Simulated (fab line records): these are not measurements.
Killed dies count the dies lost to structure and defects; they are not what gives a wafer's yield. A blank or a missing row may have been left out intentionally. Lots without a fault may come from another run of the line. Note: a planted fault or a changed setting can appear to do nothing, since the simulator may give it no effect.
Which tool did it?	flow rit_cmos	13 lots, 39 wafers sampled, at 7 steps of a route of 202

== WHAT THE GAUGES READ, wafer by wafer ==
RIT_ACTIVE_THK_MEAS_02. Usual: ACTIVE_OXIDE_THK 46.6 nm, standard deviation 1.
lot	measured	on	ACTIVE_OXIDE_THK (nm)	flag
L702	day 1 12:05	film_metro-01	48.0 47.5 47.1	
L705	day 2 03:04	film_metro-01	46.0 45.0 45.7	
L711	day 3 09:38	film_metro-03	45.5 45.4 45.7	
L712	day 3 15:11	film_metro-03	44.7 45.1 45.1	
L713	day 3 19:23	film_metro-01	47.2 47.4 47.7	
L715	day 4 07:25	film_metro-04	46.3 46.7 45.6	
L716	day 4 10:26	film_metro-04	47.0 47.0 47.5	
L717	day 4 15:04	film_metro-01	47.8 48.3 48.1	
L718	day 4 20:50	film_metro-01	47.4 47.6 46.7	
L719	day 5 01:35	film_metro-03	46.6 47.0 47.6	
L720	day 5 06:03	film_metro-03	46.9 47.1 47.3	
L724	day 6 02:03	film_metro-04	47.4 46.9 46.7	
L725	day 6 09:11	film_metro-01	46.5 46.4 46.6	

RIT_ACTIVE_CD_MEAS_90 targets a cd of 1400 nm. Usual: cd_nm 1399.4 nm, standard deviation 2.5.
lot	measured	on	cd_nm (nm)	flag
L702	day 1 15:04	cd_sem-01	1399.7 1401.2 1399.3	
L705	day 2 06:02	cd_sem-02	1395.7 1395.7 1396.1	
L711	day 3 13:38	cd_sem-02	1400.4 1400.3 1399.6	
L712	day 3 18:11	cd_sem-01	1398.5 1398.9 1395.4	
L713	day 3 22:29	cd_sem-01	1399.4 1400.2 1399.5	
L715	day 4 11:28	cd_sem-01	1401.3 1400.6 1402.3	
L716	day 4 13:37	cd_sem-01	1399.7 1402.5 1401.4	
L717	day 4 19:43	cd_sem-02	1401.9 1400.8 1398.3	
L718	day 5 02:16	cd_sem-01	1399.6 1399.7 1398.7	
L719	day 5 05:43	cd_sem-01	1397.5 1400.2 1398.8	
L720	day 5 09:08	cd_sem-01	1401.0 1403.9 1403.5	
L724	day 6 05:01	cd_sem-02	1401.4 1400.9 1398.0	
L725	day 6 12:17	cd_sem-01	1395.3 1394.6 1395.7	

RIT_NRETRO_OVL_MEAS_06. Usual: NRETRO_OVL -0.8 nm, standard deviation 1.4.
lot	measured	on	NRETRO_OVL (nm)	flag
L702	day 2 09:16	overlay-02	0.4 -0.6 1.6	
L705	day 3 04:22	overlay-01	- - -	OFF
L711	day 4 07:50	overlay-01	-0.5 -0.5 0.2	
L712	day 4 09:40	overlay-02	1.3 0.1 0.1	
L713	day 4 14:14	overlay-01	0.1 1.4 -2.6	
L715	day 5 02:35	overlay-02	-2.1 -1.4 -0.3	
L716	day 5 04:22	overlay-02	1.0 -1.9 -1.0	
L717	day 5 10:09	overlay-01	-1.9 -2.4 -1.3	
L718	day 5 17:10	overlay-02	-1.1 -0.9 0.5	
L719	day 5 19:42	overlay-02	1.1 -0.9 -1.3	
L720	day 6 00:34	overlay-01	-2.5 -1.3 -1.2	
L724	day 7 01:52	overlay-01	-3.7 -3.0 -1.7	
L725	day 7 08:10	overlay-01	0.3 -0.5 -0.5	

RIT_NRETRO_TW_MEAS_10. Usual: NRETRO_TW 1043, standard deviation 4.7.
lot	measured	on	NRETRO_TW	flag
L702	day 2 09:53	film_metro-03	1039 1036 1042	
L705	day 3 04:59	film_metro-03	30 30 30	OFF
L711	day 4 08:28	film_metro-03	1037 1037 1028	
L712	day 4 10:19	film_metro-03	1039 1036 1042	
L713	day 4 14:53	film_metro-04	1038 1047 1039	
L715	day 5 03:12	film_metro-01	1051 1049 1049	
L716	day 5 04:58	film_metro-03	1034 1043 1039	
L717	day 5 10:46	film_metro-04	1040 1038 1050	
L718	day 5 17:47	film_metro-01	1041 1042 1045	
L719	day 5 20:19	film_metro-04	1041 1044 1044	
L720	day 6 01:11	film_metro-04	1031 1037 1033	
L724	day 7 02:29	film_metro-03	1044 1043 1038	
L725	day 7 08:47	film_metro-04	1045 1043 1042	

RIT_PRETRO_TW_MEAS_10. Usual: PRETRO_TW 473.3, standard deviation 2.2.
lot	measured	on	PRETRO_TW	flag
L702	day 2 11:26	film_metro-01	473.3 474.7 470.4	
L705	day 3 06:43	film_metro-01	1078.9 1078.8 1076.5	OFF
L711	day 4 10:15	film_metro-02	474.6 473.5 474.4	
L712	day 4 12:13	film_metro-04	469.7 471.6 469.3	
L713	day 4 16:33	film_metro-04	473.5 470.2 470.5	
L715	day 5 04:52	film_metro-02	473.9 475.7 475.1	
L716	day 5 06:41	film_metro-01	474.5 471.7 470.8	
L717	day 5 12:37	film_metro-02	474.8 478.1 475.0	
L718	day 5 19:20	film_metro-01	471.2 471.1 471.9	
L719	day 5 21:59	film_metro-01	471.8 475.3 473.8	
L720	day 6 02:44	film_metro-04	471.4 471.4 468.0	
L724	day 7 04:02	film_metro-02	474.3 477.9 472.0	
L725	day 7 10:20	film_metro-04	469.3 468.6 471.1	

== WHAT TOOL EACH LOT RAN ON (gives the tool, then ch and the chambers of the sampled wafers, and finally the start) ==
lot	RIT_NRETRO_EXPOSE_03	RIT_PRETRO_STRIP_09
L702	iline_stepper-02 ch 0, day 2 08:51	plasma_asher-04 ch 1, day 2 11:14
L705	iline_stepper-02 ch 0, day 3 03:53	plasma_asher-04 ch 0,1, day 3 06:32
L711	iline_stepper-01 ch 0, day 4 07:26	plasma_asher-02 ch 0,1, day 4 10:04
L712	iline_stepper-02 ch 0, day 4 09:17	plasma_asher-01 ch 0,1, day 4 12:04
L713	iline_stepper-01 ch 0, day 4 13:49	plasma_asher-02 ch 0,1, day 4 16:23
L715	iline_stepper-01 ch 0, day 5 02:10	plasma_asher-02 ch 1, day 5 04:42
L716	iline_stepper-02 ch 0, day 5 03:56	plasma_asher-01 ch 0,1, day 5 06:30
L717	iline_stepper-01 ch 0, day 5 09:44	plasma_asher-02 ch 0,1, day 5 12:26
L718	iline_stepper-02 ch 0, day 5 16:44	plasma_asher-02 ch 0,1, day 5 19:10
L719	iline_stepper-02 ch 0, day 5 19:16	plasma_asher-01 ch 0,1, day 5 21:49
L720	iline_stepper-01 ch 0, day 6 00:08	plasma_asher-04 ch 0,1, day 6 02:33
L724	iline_stepper-02 ch 0, day 7 01:26	plasma_asher-01 ch 0,1, day 7 03:52
L725	iline_stepper-02 ch 0, day 7 07:46	plasma_asher-01 ch 0,1, day 7 10:12
- RIT_NRETRO_EXPOSE_03: exposes mask M4, target cd 43900 nm.
- RIT_PRETRO_STRIP_09: strips in O2, time 180 s.

== WHAT THE TOOLS THEMSELVES READ (means of the sampled wafers that have a number; where no wafer has one, the mark that the record gives instead) ==
RIT_PRETRO_STRIP_09. Usual: drypump_motor_current_A 5.8 A, standard deviation 0.35.
lot	tool	drypump_motor_current_A (A)	flag
L702	plasma_asher-04	5.2	
L705	plasma_asher-04	5.5	
L711	plasma_asher-02	6.1	
L712	plasma_asher-01	5.6	
L713	plasma_asher-02	6.2	
L715	plasma_asher-02	6.0	
L716	plasma_asher-01	5.7	
L717	plasma_asher-02	6.2	
L718	plasma_asher-02	6.1	
L719	plasma_asher-01	5.7	
L720	plasma_asher-04	5.4	
L724	plasma_asher-01	5.7	
L725	plasma_asher-01	5.7	

== THE ANSWER, worked out from the rows above alone ==
Rule: a lot is off if the mean of its wafers that have a number lies more than 3 standard deviations from the usual mean. A lot without any number at a reading at which 4 lots or more have one is off too. The other lots that the step has rows for count as sound. After the gauges, taken in route order, come the tools' own readings; for these a lot's mean is taken, as printed above. At the first step where some lot is off, the reading lying furthest off is the one used; lots without a number count as furthest.
Off: L705, seen at RIT_NRETRO_OVL_MEAS_06 (NRETRO_OVL). Without a number there: L705.
If a tool, at a process step before that reading, ran all the lots that are off and no sound lot after the first of them, it fits. The gauges at RIT_NRETRO_OVL_MEAS_06 aren't tried: what is off there is off at RIT_NRETRO_TW_MEAS_10 too, on other tools, and a gauge's error can't cause that. None of those tried fits.

== WHAT THE SIMULATOR HAD PUT IN ==
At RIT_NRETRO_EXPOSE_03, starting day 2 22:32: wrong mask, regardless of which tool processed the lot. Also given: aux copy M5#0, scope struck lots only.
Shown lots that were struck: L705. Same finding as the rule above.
